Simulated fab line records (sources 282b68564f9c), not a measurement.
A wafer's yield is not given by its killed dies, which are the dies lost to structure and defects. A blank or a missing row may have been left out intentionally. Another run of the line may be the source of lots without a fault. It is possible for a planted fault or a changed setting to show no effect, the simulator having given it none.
The same fault as seen by 2 desks -- flow rit-cmos -- every desk sees just its own numbers, and what lay behind them comes last

## DESK OF THE TOOL OWNER: pvd-sputter-02
The tool's own readings at RIT_M1_SPUTTER_00 (material Al, target thk 400 nm, time 500 s): means of the sampled wafers that have a number, for each lot that ran on this tool. Any lot whose mean is over 4 standard deviations away from the usual mean is out of limits and marked OUT; that distance is given in the brackets.
Columns: A = cathode-dc-power-W at RIT_M1_SPUTTER_00, usual 2000.0 W; B = chamber-pressure-pa at RIT_M1_SPUTTER_00, usual 0.4000 Pa; C = throttle-valve-pct at RIT_M1_SPUTTER_00, usual 30.4 %
lot,first seen here,A,B,C
L999,day 6 02:14,2000.1,0.3996,30.7
L101,day 6 11:51,2000.5,0.3998,30.8
L104,day 6 23:33,2000.0,0.4006,30.7
L109,day 7 10:46,1999.9,0.4004,30.4
Finding of this desk: none of the 4 lots has anything out of limits.

## FROM THE METROLOGY DESK
What the gauges read for every lot (on any tool): the sampled wafers with a number, averaged. Any lot whose mean is over 4 standard deviations away from the usual mean is out of limits and marked OUT; that distance is given in the brackets.
Columns: A = INCOMING_BOW at RIT_ACTIVE_BOW_MEAS_00, usual 0 um; B = ACTIVE_OXIDE_THK at RIT_ACTIVE_THK_MEAS_02, usual 46.5 nm; C = PWELL_OVL at RIT_PWELL_OVL_MEAS_06, usual 1.1 nm; D = M1_AL_RS at RIT_M1_RS_MEAS_01, usual 0.0731 ohm/sq; E = M1_AL_THK at RIT_M1_THK_MEAS_02, usual 398 nm
lot,first seen here,A,B,C,D,E
L992,day 1 15:01,0,48.2,2.9,0.0748,386
L993,day 1 20:04,-6,44.9,1.6,0.0734,400
L994,day 2 01:02,1,45.7,2.4,0.0731,396
L996,day 2 11:04,4,47.1,1.9,0.0733,399
L999,day 3 02:00,1,46.4,-0.2,0.0728,398
L100,day 3 07:00,7,46.8,0.6,0.0711,411
L101,day 3 12:00,-2,46.2,1.1,0.0714,410
L102,day 3 17:00,0,44.9,2.3,0.0726,402
L103,day 3 22:00,4,45.8,3.5,0.0739,393
L104,day 4 03:00,-3,46.0,0.5,0.0725,400
L106,day 4 13:02,7,46.3,0.1,0.0733,394
L109,day 5 04:02,-10,47.1,1.8,0.0803 (+6.0) OUT,373
L113,day 6 00:02,0,46.7,2.0,0.0736,399
Finding of this desk: L109 out of limits, first seen on L109 at day 7 11:05 (M1_AL_RS at RIT_M1_RS_MEAS_01). L992, L993, L994, L996, L999, L100, L101, L102, L103, L104, L106, L113 stayed within limits.

## PUT TOGETHER
Metrology desk: alarm possible at day 7 11:05 on L109.
The tool owner's desk saw nothing out of limits.
The tool owner's desk has L109 on record, within its limits.
The lots listed all ran RIT_M1_SPUTTER_00 on pvd-sputter-02.

## WHAT WAS PUT IN BY THE SIMULATOR
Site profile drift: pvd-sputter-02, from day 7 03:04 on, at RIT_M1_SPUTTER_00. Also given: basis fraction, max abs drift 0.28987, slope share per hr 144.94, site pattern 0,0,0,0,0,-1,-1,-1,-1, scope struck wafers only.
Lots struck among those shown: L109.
Time in hours between the start of the fault and the first out-of-limits reading at each desk: metrology desk, 8.
